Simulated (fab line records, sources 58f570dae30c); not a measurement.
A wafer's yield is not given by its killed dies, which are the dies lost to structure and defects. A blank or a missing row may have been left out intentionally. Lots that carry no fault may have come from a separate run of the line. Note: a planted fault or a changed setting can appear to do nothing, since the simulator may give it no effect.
fab line records	flow berkeley-cmos170	part 1 of 2: steps 1 to 34 of 44
[record] lots = 6	wafers = 18	last-day = 12
route steps=331 shown SDANNEAL@205 PSD@206 NSD@207 PLDD@208 NLDD@209 SILICIDE@210 CONTACT@216 M1@238 M3@331
lots with no fault: from the same line, run without faults
start-h: hours from the record's opening day to when the first of the lot's shown wafers began	wait-h: hours since the lot's step before	" the same as in the row above	L1.1+2: one row covering several wafers at once	- no value, or no start was given	* or withheld: withheld	< > ~ a bound
route shown NAME@n: a module of which the file shows steps, and the number in the route of the first	usual: mean/standard deviation taken from wafers without a fault	same: alike in all rows	chamber/n: place in a boat	sites: readings site by site	_std_site: how widely they spread, as a standard deviation	_edge_site: mean of outer sites minus mean of inner sites	radius-mm: for every site, how far away it sits from the centre of the wafer	mask NAME#n: copy n	behind: the last tool/chamber to shape the wafer	hold: cause of the lot's hold/its duration in hours/its outcome	device: the n, p or np transistor that did not switch	end of line: tests of these same wafers at the route's end	for a step that has no rows: nothing shown but its recipe	killed: not the wafer's yield, but the dies lost to structure and defects at the first sort	map: a wafer's dies, marking killed ones x, the rest . and places with no die _
set.NAME: the setting as run; set.NAME@STEP: as run at that earlier step	model.NAME: the simulator's own value behind a step, which no gauge read
lots at some steps of the route; a table a step, a row a wafer
services: a tool's chamber out of use, with start hour (start-h, from the record's first day; less than 0 if before it), hours out, and reason
[[steps]]
[step UCB170_SDANNEAL_RTA_01]
[recipe] temp-c = 1050	time-s = 5	ambient = N2
[step UCB170_SDANNEAL_RS_MEAS_02]
[recipe] thk-meas-gauge = four-point-probe
[usual] PSD_RS = 75.61/0.3
lot.wafer	tool	chamber	start-h	wait-h	PSD_RS[ohm/sq]
L445.2	film-metro-02	-	179.85	0.2	75.68
L445.3	"	-	"	"	75.67
L445.6	"	-	"	"	75.45
L451.1	film-metro-02	-	215.86	0.0	75.60
L451.3	"	-	"	"	75.59
L451.6	"	-	"	"	75.73
L452.2	film-metro-04	-	215.88	0.1	75.04
L452.3	"	-	"	"	75.32
L452.6	"	-	"	"	74.90
L455.1	film-metro-04	-	231.43	0.0	75.63
L455.3	"	-	"	"	75.43
L455.6	"	-	"	"	75.08
L461.2	film-metro-04	-	252.60	0.1	76.00
L461.5	"	-	"	"	76.14
L461.6	"	-	"	"	75.94
L462.2	film-metro-03	-	265.52	0.1	75.87
L462.4	"	-	"	"	75.82
L462.6	"	-	"	"	75.73
[step UCB170_SDANNEAL_RS_MEAS_03]
[recipe] thk-meas-gauge = four-point-probe
[usual] NSD_RS = 37.26/0.083
lot.wafer	tool	chamber	start-h	wait-h	NSD_RS[ohm/sq]
L445.2	film-metro-02	-	179.97	0.1	37.30
L445.3	"	-	"	"	37.39
L445.6	"	-	"	"	37.29
L451.1	film-metro-02	-	215.98	0.1	37.30
L451.3	"	-	"	"	37.30
L451.6	"	-	"	"	37.26
L452.2	film-metro-04	-	216.00	0.1	37.23
L452.3	"	-	"	"	37.15
L452.6	"	-	"	"	37.21
L455.1	film-metro-04	-	231.55	0.1	37.11
L455.3	"	-	"	"	37.14
L455.6	"	-	"	"	37.18
L461.2	film-metro-04	-	252.72	0.1	37.16
L461.5	"	-	"	"	37.27
L461.6	"	-	"	"	37.20
L462.2	film-metro-03	-	265.64	0.1	37.30
L462.4	"	-	"	"	37.36
L462.6	"	-	"	"	37.24
[step UCB170_SDANNEAL_RS_MEAS_04]
[recipe] thk-meas-gauge = four-point-probe
[usual] PLDD_RS = 1030.9/2.7
lot.wafer	tool	chamber	start-h	wait-h	PLDD_RS[ohm/sq]
L445.2	film-metro-02	-	180.09	0.1	1028.9
L445.3	"	-	"	"	1026.7
L445.6	"	-	"	"	1029.3
L451.1	film-metro-02	-	216.10	0.1	1032.1
L451.3	"	-	"	"	1031.2
L451.6	"	-	"	"	1032.9
L452.2	film-metro-04	-	216.12	0.1	1027.5
L452.3	"	-	"	"	1028.6
L452.6	"	-	"	"	1026.4
L455.1	film-metro-04	-	231.67	0.1	1028.1
L455.3	"	-	"	"	1028.0
L455.6	"	-	"	"	1026.2
L461.2	film-metro-04	-	252.84	0.1	1030.0
L461.5	"	-	"	"	1027.4
L461.6	"	-	"	"	1032.8
L462.2	film-metro-03	-	265.76	0.1	1033.7
L462.4	"	-	"	"	1030.7
L462.6	"	-	"	"	1032.8
[step UCB170_SDANNEAL_RS_MEAS_05]
[recipe] thk-meas-gauge = four-point-probe
[usual] NLDD_RS = 616.8/1.6
lot.wafer	tool	chamber	start-h	wait-h	NLDD_RS[ohm/sq]
L445.2	film-metro-02	-	180.21	0.1	616.9
L445.3	"	-	"	"	617.7
L445.6	"	-	"	"	616.8
L451.1	film-metro-02	-	216.22	0.1	616.1
L451.3	"	-	"	"	615.3
L451.6	"	-	"	"	616.1
L452.2	film-metro-04	-	216.24	0.1	614.2
L452.3	"	-	"	"	615.6
L452.6	"	-	"	"	613.8
L455.1	film-metro-04	-	231.79	0.1	613.3
L455.3	"	-	"	"	614.0
L455.6	"	-	"	"	613.7
L461.2	film-metro-04	-	252.96	0.1	617.4
L461.5	"	-	"	"	617.2
L461.6	"	-	"	"	615.8
L462.2	film-metro-03	-	265.88	0.1	617.1
L462.4	"	-	"	"	616.8
L462.6	"	-	"	"	615.3
[step UCB170_SILICIDE_PRE_CLEAN_00]
[recipe] gas = Ar	preclean-etch-time-s = 60
[step UCB170_SILICIDE_SPUTTER_01]
[recipe] material = Ti	target-thk-nm = 30	time-s = 25	power-w = 1500	chamber-pressure-pa = 0.5
[usual] cathode-dc-power-W = 1500.0/0.3	throttle-valve-pct = 29.9/1.1
lot.wafer	tool	chamber	start-h	wait-h	cathode-dc-power-W	throttle-valve-pct
L445.2	pvd-sputter-04	-	180.38	0.0	1499.9	29.9
L445.3	"	-	"	"	1500.1	29.5
L445.6	"	-	"	"	1500.1	30.4
L451.1	pvd-sputter-01	-	216.40	0.0	1499.7	31.6
L451.3	"	-	"	"	1499.8	31.2
L451.6	"	-	"	"	1500.0	31.2
L452.2	pvd-sputter-03	-	216.40	0.0	1500.2	30.2
L452.3	"	-	"	"	1500.7	30.0
L452.6	"	-	"	"	1499.9	30.2
L455.1	pvd-sputter-04	-	231.98	0.0	1499.8	27.5
L455.3	"	-	"	"	1499.6	29.4
L455.6	"	-	"	"	1500.0	28.7
L461.2	pvd-sputter-04	-	253.12	0.0	1499.7	30.0
L461.5	"	-	"	"	1500.2	30.1
L461.6	"	-	"	"	1499.7	29.8
L462.2	pvd-sputter-04	-	266.05	0.0	1500.0	27.9
L462.4	"	-	"	"	1499.6	30.3
L462.6	"	-	"	"	1500.2	29.6
[step UCB170_SILICIDE_RS_MEAS_02]
[recipe] thk-meas-gauge = four-point-probe	reads = Ti_of_SILICIDE_SPUTTER_01
[usual] SILICIDE_TI_RS = 25.98/0.28
lot.wafer	tool	chamber	start-h	wait-h	SILICIDE_TI_RS[ohm/sq]
L445.2	film-metro-01	-	180.43	0.0	26.05
L445.3	"	-	"	"	26.12
L445.6	"	-	"	"	25.96
L451.1	film-metro-03	-	216.43	0.0	25.84
L451.3	"	-	"	"	25.59
L451.6	"	-	"	"	25.66
L452.2	film-metro-01	-	216.45	0.0	25.71
L452.3	"	-	"	"	26.20
L452.6	"	-	"	"	26.23
L455.1	film-metro-01	-	232.01	0.0	26.18
L455.3	"	-	"	"	26.29
L455.6	"	-	"	"	25.81
L461.2	film-metro-01	-	253.17	0.0	25.62
L461.5	"	-	"	"	25.72
L461.6	"	-	"	"	26.17
L462.2	film-metro-01	-	266.10	0.0	26.36
L462.4	"	-	"	"	25.89
L462.6	"	-	"	"	26.51
[step UCB170_SILICIDE_THK_MEAS_03]
[recipe] thk-meas-gauge = xrf	reads = Ti_of_SILICIDE_SPUTTER_01
[usual] SILICIDE_TI_THK = 30.5/0.31
lot.wafer	tool	chamber	start-h	wait-h	SILICIDE_TI_THK[nm]
L445.2	film-metro-01	-	180.54	0.1	30.5
L445.3	"	-	"	"	30.3
L445.6	"	-	"	"	30.6
L451.1	film-metro-03	-	216.55	0.1	30.4
L451.3	"	-	"	"	30.7
L451.6	"	-	"	"	30.8
L452.2	film-metro-01	-	216.56	0.1	30.4
L452.3	"	-	"	"	30.0
L452.6	"	-	"	"	30.1
L455.1	film-metro-01	-	232.13	0.1	30.3
L455.3	"	-	"	"	29.9
L455.6	"	-	"	"	30.5
L461.2	film-metro-01	-	253.28	0.1	30.8
L461.5	"	-	"	"	30.8
L461.6	"	-	"	"	30.3
L462.2	film-metro-01	-	266.21	0.1	30.2
L462.4	"	-	"	"	30.7
L462.6	"	-	"	"	30.1
[step UCB170_SILICIDE_RTA_04]
[recipe] temp-c = 650	time-s = 15	ambient = N2
[usual] lamp-power-pct = 11.6/1	wafer_temp_C_max = 652.4/1.1
lot.wafer	tool	chamber	start-h	wait-h	lamp-power-pct	wafer_temp_C_max
L445.2	rtp-anneal-01	0	180.60	0.1	10.7	651.4
L445.3	"	0	"	"	10.7	651.9
L445.6	"	0	"	"	10.7	651.2
L451.1	rtp-anneal-01	0	216.61	0.1	10.7	651.6
L451.3	"	0	"	"	10.7	651.3
L451.6	"	0	"	"	10.7	652.1
L452.2	rtp-anneal-02	0	216.63	0.1	12.8	653.2
L452.3	"	0	"	"	12.8	653.8
L452.6	"	0	"	"	12.8	652.9
L455.1	rtp-anneal-02	0	232.19	0.1	12.8	653.4
L455.3	"	0	"	"	12.8	654.5
L455.6	"	0	"	"	12.8	652.6
L461.2	rtp-anneal-02	0	253.34	0.1	12.8	652.6
L461.5	"	0	"	"	12.8	654.6
L461.6	"	0	"	"	12.8	652.6
L462.2	rtp-anneal-01	0	266.27	0.1	10.7	651.9
L462.4	"	0	"	"	10.7	652.0
L462.6	"	0	"	"	10.7	651.9
[step UCB170_SILICIDE_WET_ETCH_05]
[recipe] chemistry = SPM	time-s = 45	temp-c = 120	target = Ti
[step UCB170_CONTACT_CLEAN_00]
[recipe] chemistry = SPM	temp-c = 120	time-s = 600
[step UCB170_CONTACT_CVD_01]
[recipe] material = PSG	target-thk-nm = 700	temp-c = 450	precursor = SiH4/O2/PH3	time-s = 2820	pressure-mtorr = 300	sih4-flow-sccm = 60	o2-flow-sccm = 90	ph3-flow-sccm = 25
[usual] o2-flow-sccm = 90.05/0.25	ph3-flow-sccm = 25.00/0.075	susceptor-temp-C = 449.97/0.22
lot.wafer	tool	chamber	start-h	wait-h	o2-flow-sccm	ph3-flow-sccm	susceptor-temp-C	model.PSG_of_CONTACT_CVD_01.thk-nm
L445.2	lpcvd-01	1	181.55	0.7	90.01	25.10	450.36	708.1
L445.3	"	1	"	"	89.69	25.12	450.20	713.5
L445.6	"	1	"	"	90.29	25.08	450.17	708.3
L451.1	lpcvd-01	1	217.35	0.5	90.06	24.91	449.96	697.3
L451.3	"	1	"	"	90.29	25.02	450.11	696.7
L451.6	"	1	"	"	90.40	25.07	450.17	696.2
L452.2	lpcvd-01	1	217.35	0.5	89.89	24.93	450.03	704.6
L452.3	"	1	"	"	89.98	25.04	449.72	709.2
L452.6	"	1	"	"	89.72	25.00	450.20	708.1
L455.1	lpcvd-02	0	232.68	0.2	89.94	24.94	450.00	689.6
L455.3	"	0	"	"	89.85	24.92	449.92	692.4
L455.6	"	0	"	"	89.90	25.08	450.16	691.1
L461.2	lpcvd-01	1	253.62	0.0	108.00	24.94	449.89	766.5
L461.5	"	1	"	"	107.84	25.03	450.10	769.2
L461.6	"	1	"	"	107.96	24.93	449.65	775.1
L462.2	lpcvd-01	1	266.55	0.0	108.42	24.98	449.93	768.2
L462.4	"	1	"	"	108.39	24.90	450.26	767.6
L462.6	"	1	"	"	108.32	24.84	450.18	775.1
[step UCB170_CONTACT_THK_MEAS_02]
[recipe] reads = PSG_of_CONTACT_CVD_01
[usual] CONTACT_PSG_THK = 700/6
lot.wafer	tool	chamber	start-h	wait-h	CONTACT_PSG_THK[nm]
L445.2	film-metro-02	-	183.35	0.0	709
L445.3	"	-	"	"	713
L445.6	"	-	"	"	709
L451.1	film-metro-03	-	219.14	0.0	697
L451.3	"	-	"	"	697
L451.6	"	-	"	"	697
L452.2	film-metro-02	-	219.15	0.0	705
L452.3	"	-	"	"	709
L452.6	"	-	"	"	708
L455.1	film-metro-02	-	234.47	0.0	689
L455.3	"	-	"	"	693
L455.6	"	-	"	"	690
L461.2	film-metro-03	-	255.41	0.0	767
L461.5	"	-	"	"	769
L461.6	"	-	"	"	776
L462.2	film-metro-01	-	268.34	0.0	768
L462.4	"	-	"	"	767
L462.6	"	-	"	"	775
[step UCB170_CONTACT_HMDS_03]
[recipe] prime-time-s = 60	prime-temp-c = 100
[step UCB170_CONTACT_COAT_04]
[recipe] resist = KrF	spin-rpm = 1500	resist-thk-nm = 900
[step UCB170_CONTACT_SOFTBAKE_05]
[recipe] resist = KrF	temp-c = 130	time-s = 60
[step UCB170_CONTACT_STRIP_06]
[recipe] chemistry = O2	power-w = 400	pressure-mtorr = 3500	platen-temp-c = withheld	o2-flow-sccm = 400	overash-fraction = 0.5
[step UCB170_CONTACT_CLEAN_07]
[recipe] chemistry = SPM	temp-c = 120	time-s = 600
[step UCB170_CONTACT_RTA_08]
[recipe] temp-c = 900	time-s = 10	ambient = N2
[step UCB170_CONTACT_COAT_09]
[recipe] resist = BARC	temp-c = withheld	time-s = withheld	spin-rpm = 3000	resist-thk-nm = withheld
[step UCB170_CONTACT_COAT_10]
[recipe] resist = KrF	spin-rpm = 1500	resist-thk-nm = 900
[step UCB170_CONTACT_SOFTBAKE_11]
[recipe] resist = KrF	temp-c = 130	time-s = 60
[step UCB170_CONTACT_EXPOSE_12]
[recipe] mask-id = CONT	target-cd-nm = 700	na = 0.5	sigma-outer = 0.6	source-shape = conventional	dose-mj = 35
[step UCB170_CONTACT_PEB_13]
[recipe] peb-temp-c = 130	peb-time-s = withheld	resist = KrF
[step UCB170_CONTACT_DEVELOP_14]
[recipe] developer = TMAH	develop-time-s = 45	resist = KrF	dev-temp-c = 21
[step UCB170_CONTACT_CD_MEAS_15]
[recipe] target-cd-nm = 700
[usual] cd-nm = 699.7/1.2
lot.wafer	tool	chamber	start-h	wait-h	cd-nm
L445.2	cd-sem-02	-	185.59	-	699.9
L445.3	"	-	"	"	700.3
L445.6	"	-	"	"	699.9
L452.2	cd-sem-02	-	221.70	-	699.0
L452.3	"	-	"	"	698.6
L452.6	"	-	"	"	699.6
L451.1	cd-sem-01	-	221.96	-	701.9
L451.3	"	-	"	"	700.1
L451.6	"	-	"	"	700.0
L455.1	cd-sem-02	-	237.03	-	702.0
L455.3	"	-	"	"	700.8
L455.6	"	-	"	"	701.1
L461.2	cd-sem-01	-	257.17	-	699.6
L461.5	"	-	"	"	699.8
L461.6	"	-	"	"	698.7
L462.2	cd-sem-02	-	270.39	-	701.5
L462.4	"	-	"	"	701.2
L462.6	"	-	"	"	700.8
[step UCB170_CONTACT_OVL_MEAS_16]
[usual] CONTACT_OVL = -1/7.1
lot.wafer	tool	chamber	start-h	wait-h	CONTACT_OVL[nm]
L445.2	overlay-02	-	185.70	0.1	2
L445.3	"	-	"	"	1
L445.6	"	-	"	"	-1
L452.2	overlay-01	-	221.80	0.1	-3
L452.3	"	-	"	"	-5
L452.6	"	-	"	"	-2
L451.1	overlay-01	-	222.08	0.1	-5
L451.3	"	-	"	"	2
L451.6	"	-	"	"	7
L455.1	overlay-01	-	237.15	0.1	5
L455.3	"	-	"	"	-2
L455.6	"	-	"	"	-3
L461.2	overlay-01	-	257.28	0.1	-2
L461.5	"	-	"	"	1
L461.6	"	-	"	"	4
L462.2	overlay-02	-	270.49	0.1	6
L462.4	"	-	"	"	10
L462.6	"	-	"	"	9
[step UCB170_CONTACT_ETCH_17]
[recipe] chemistry = N2/H2	target-depth-a = withheld	overetch-a = withheld	target = BARC	time-s = withheld	source-w = 500	bias-w = 100	pressure-mtorr = 30	n2-flow-sccm = 100	h2-flow-sccm = 200
[usual] drypump-motor-current-A = 5.8/0.48	h2-flow-sccm = 200.0/0.53	oes-product-au = 0.999/0.019	throttle-valve-pct = 13.32/0.19
lot.wafer	tool	chamber	start-h	wait-h	drypump-motor-current-A	h2-flow-sccm	oes-product-au	throttle-valve-pct
L445.2	rie-diel-03	1	185.73	0.0	6.6	199.9	0.968	12.94
L445.3	"	3	"	"	5.2	200.7	1.011	13.39
L445.6	"	3	"	"	5.2	200.1	1.008	13.38
L452.2	rie-diel-03	1	221.83	0.0	6.6	199.5	0.961	12.96
L452.3	"	2	"	"	6.6	200.4	0.997	13.62
L452.6	"	2	"	"	6.6	200.9	0.998	13.61
L451.1	rie-diel-01	1	222.12	0.0	5.5	201.2	1.002	13.20
L451.3	"	2	"	"	5.9	200.0	1.015	13.17
L451.6	"	2	"	"	5.9	199.7	1.020	13.18
L455.1	rie-diel-01	3	237.18	0.0	5.5	200.1	1.036	13.22
L455.3	"	1	"	"	5.5	199.8	0.997	13.21
L455.6	"	3	"	"	5.4	199.6	1.045	13.22
L461.2	rie-diel-02	1	257.31	0.0	5.2	199.6	0.987	13.38
L461.5	"	0	"	"	6.2	199.7	0.970	13.28
L461.6	"	1	"	"	5.2	200.7	0.991	13.35
L462.2	rie-diel-01	0	270.52	0.0	5.4	200.0	0.982	13.16
L462.4	"	0	"	"	5.5	200.3	0.972	13.17
L462.6	"	3	"	"	5.4	200.2	1.034	13.23
[step UCB170_CONTACT_ETCH_18]
[recipe] chemistry = CHF3/CF4/Ar	target = PSG	stop-on = TiSi2	CHF3_flow_sccm = 45	cf4-flow-sccm = 15	Ar_flow_sccm = 150	pressure-mtorr = 200	rf-w = 700	target-depth-a = 8400	over-etch-frac = 0.2	time-s = 195
[usual] CHF3_flow_sccm = 45.00/0.14	drypump-motor-current-A = 5.8/0.48	oes-product-au = 0.895/0.014	throttle-valve-pct = 6.93/0.11
lot.wafer	tool	chamber	start-h	wait-h	CHF3_flow_sccm	drypump-motor-current-A	oes-product-au	rf-hours-counter-h	throttle-valve-pct	model.etch.depth-nm	model.CONTACT.feature-depth-nm
L445.2	rie-diel-03	1	-	-	45.28	6.6	0.895	2	6.67	708.1	708.1
L445.3	"	3	"	"	45.02	5.2	0.896	71	6.89	713.5	713.5
L445.6	"	3	"	"	45.01	5.2	0.896	-	6.92	708.3	708.3
L452.2	rie-diel-03	1	-	-	45.12	6.6	0.897	3	6.67	704.6	704.6
L452.3	"	2	"	"	45.22	6.5	0.922	129	7.05	709.2	709.2
L452.6	"	2	"	"	45.18	6.6	0.918	-	7.03	708.1	708.1
L451.1	rie-diel-01	1	-	-	45.20	5.5	0.885	76	6.86	697.3	697.3
L451.3	"	2	"	"	44.85	5.9	0.906	106	6.96	696.7	696.7
L451.6	"	2	"	"	45.13	5.9	0.913	-	6.96	696.2	696.2
L455.1	rie-diel-01	3	-	-	44.79	5.5	0.910	94	6.91	689.6	689.6
L455.3	"	1	"	"	44.90	5.5	0.883	77	6.86	692.4	692.4
L455.6	"	3	"	"	44.77	5.4	0.925	-	6.91	691.1	691.1
L461.2	rie-diel-02	1	-	-	44.99	5.2	0.927	13	7.06	766.5	766.5
L461.5	"	0	"	"	45.31	6.2	0.926	-	6.97	769.2	769.2
L461.6	"	1	"	"	44.90	5.2	0.934	-	7.04	775.1	775.1
L462.2	rie-diel-01	0	-	-	45.00	5.4	0.939	112	6.83	768.2	768.2
L462.4	"	0	"	"	44.89	5.5	0.944	-	6.84	767.6	767.6
L462.6	"	3	"	"	45.14	5.4	0.984	-	6.90	775.1	775.1
[step UCB170_CONTACT_STRIP_19]
[recipe] chemistry = O2	power-w = 400	pressure-mtorr = 3500	platen-temp-c = withheld	o2-flow-sccm = 400	overash-fraction = 0.5
[usual] drypump-motor-current-A = 5.64/0.29	o2-flow-sccm = 399.8/1.2	oes-product-au = 0.725/0.0046
lot.wafer	tool	chamber	start-h	wait-h	drypump-motor-current-A	o2-flow-sccm	oes-product-au	rf-hours-counter-h
L445.2	plasma-asher-01	1	185.89	-	5.57	401.4	0.724	50
L445.3	"	1	"	"	5.56	401.4	0.725	-
L445.6	"	0	"	"	6.09	400.0	0.726	-
L452.2	plasma-asher-04	0	222.00	-	5.24	399.3	0.725	43
L452.3	"	1	"	"	5.45	400.1	0.723	-
L452.6	"	1	"	"	5.45	401.0	0.727	-
L451.1	plasma-asher-01	1	222.29	-	5.55	398.7	0.719	55
L451.3	"	1	"	"	5.59	400.6	0.724	-
L451.6	"	1	"	"	5.55	399.4	0.723	-
L455.1	plasma-asher-02	1	237.35	-	6.05	399.2	0.718	48
L455.3	"	0	"	"	5.62	400.6	0.728	-
L455.6	"	0	"	"	5.59	401.0	0.717	-
L461.2	plasma-asher-02	0	257.48	-	5.59	402.3	0.721	52
L461.5	"	1	"	"	6.01	397.9	0.727	-
L461.6	"	0	"	"	5.60	400.2	0.723	-
L462.2	plasma-asher-04	0	270.69	-	5.23	399.1	0.727	50
L462.4	"	1	"	"	5.43	400.2	0.728	-
L462.6	"	0	"	"	5.22	398.8	0.722	-
[step UCB170_CONTACT_CD_MEAS_90]
[recipe] target-cd-nm = 700
[usual] cd-nm = 699.6/1.3
lot.wafer	tool	chamber	start-h	wait-h	cd-nm
L445.2	cd-sem-02	-	186.01	0.1	699.4
L445.3	"	-	"	"	699.9
L445.6	"	-	"	"	698.8
L452.2	cd-sem-01	-	222.12	0.1	699.4
L452.3	"	-	"	"	698.2
L452.6	"	-	"	"	698.1
L451.1	cd-sem-02	-	222.40	0.1	701.8
L451.3	"	-	"	"	700.4
L451.6	"	-	"	"	700.7
L455.1	cd-sem-01	-	237.45	0.1	701.0
L455.3	"	-	"	"	699.5
L455.6	"	-	"	"	700.2
L461.2	cd-sem-01	-	257.60	0.1	699.0
L461.5	"	-	"	"	699.2
L461.6	"	-	"	"	698.6
L462.2	cd-sem-01	-	270.81	0.1	701.1
L462.4	"	-	"	"	700.3
L462.6	"	-	"	"	700.1
[step UCB170_CONTACT_CLEAN_20]
[recipe] chemistry = SPM	temp-c = 120	time-s = 600
[step UCB170_M1_SPUTTER_00]
[recipe] material = Al	target-thk-nm = 600	time-s = 80	power-w = 6000	chamber-pressure-pa = 0.5
[usual] cathode-dc-power-W = 6000.1/1	throttle-valve-pct = 30.2/1.3
lot.wafer	tool	chamber	start-h	wait-h	cathode-dc-power-W	throttle-valve-pct
L445.2	pvd-sputter-04	-	186.35	0.0	6000.7	28.0
L445.3	"	-	"	"	6000.6	28.4
L445.6	"	-	"	"	5998.5	30.2
L451.1	pvd-sputter-02	-	224.14	0.0	6000.9	31.5
L451.3	"	-	"	"	5999.1	30.7
L451.6	"	-	"	"	5999.2	29.6
L452.2	pvd-sputter-01	-	224.14	0.0	6000.6	32.2
L452.3	"	-	"	"	5997.4	31.5
L452.6	"	-	"	"	5999.8	31.3
L455.1	pvd-sputter-04	-	237.81	0.0	5998.6	29.3
L455.3	"	-	"	"	5998.7	30.1
L455.6	"	-	"	"	6000.0	29.6
L461.2	pvd-sputter-04	-	259.03	0.0	6000.6	30.1
L461.5	"	-	"	"	6000.0	28.6
L461.6	"	-	"	"	5999.6	29.7
L462.2	pvd-sputter-01	-	271.26	0.0	6000.5	31.4
L462.4	"	-	"	"	6000.4	31.3
L462.6	"	-	"	"	5999.3	31.2
[[key]]
[first-sign] step = UCB170_CONTACT_CVD_01	reading = o2-flow-sccm	direction = up	sigmas = 74	usual = 90.05	struck = 108.16
[effect] step = UCB170_CONTACT_THK_MEAS_02	reading = CONTACT_PSG_THK	direction = up	sigmas = 12	usual = 700	struck = 770
[effect] step = UCB170_CONTACT_ETCH_18	reading = oes-product-au	direction = up	sigmas = 3.3	usual = 0.895	struck = 0.942
[model-effect] step = UCB170_CONTACT_CVD_01	value = PSG_of_CONTACT_CVD_01.thk-nm	without = 698.3	struck = 770.3
[model-effect] step = UCB170_CONTACT_ETCH_18	value = etch.depth-nm	without = 698.3	struck = 770.3
[model-effect] step = UCB170_M1_METAL_ETCH_12	value = PSG_of_CONTACT_CVD_01.thk-nm	without = 661.8	struck = 733.8
[model-effect] step = UCB170_M3_PROBE_99	value = etest.field-p-metal.vt-v	without = -59.52	struck = -63.72
met-at UCB170_CONTACT_CVD_01
struck-wafers L461.2,L461.5,L461.6,L462.2,L462.4,L462.6
tester-left-out L461,L462
onset-between 217.35 253.62
[fault] kind = process-parameter-drift	tool = lpcvd-01	chamber = -	onset-h = 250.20	steps = UCB170_CONTACT_CVD_01	channel = o2-flow-sccm	offset = 18	shape = step	end-h = 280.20	stated = 90
// tester-left-out: of these lots the tester's yield and bins aren't shown, on N5 and GAA mostly nor the transistor test; their killed dies are dies lost to structure and defects alone, not to doping, threshold or leakage, so they don't give the yield
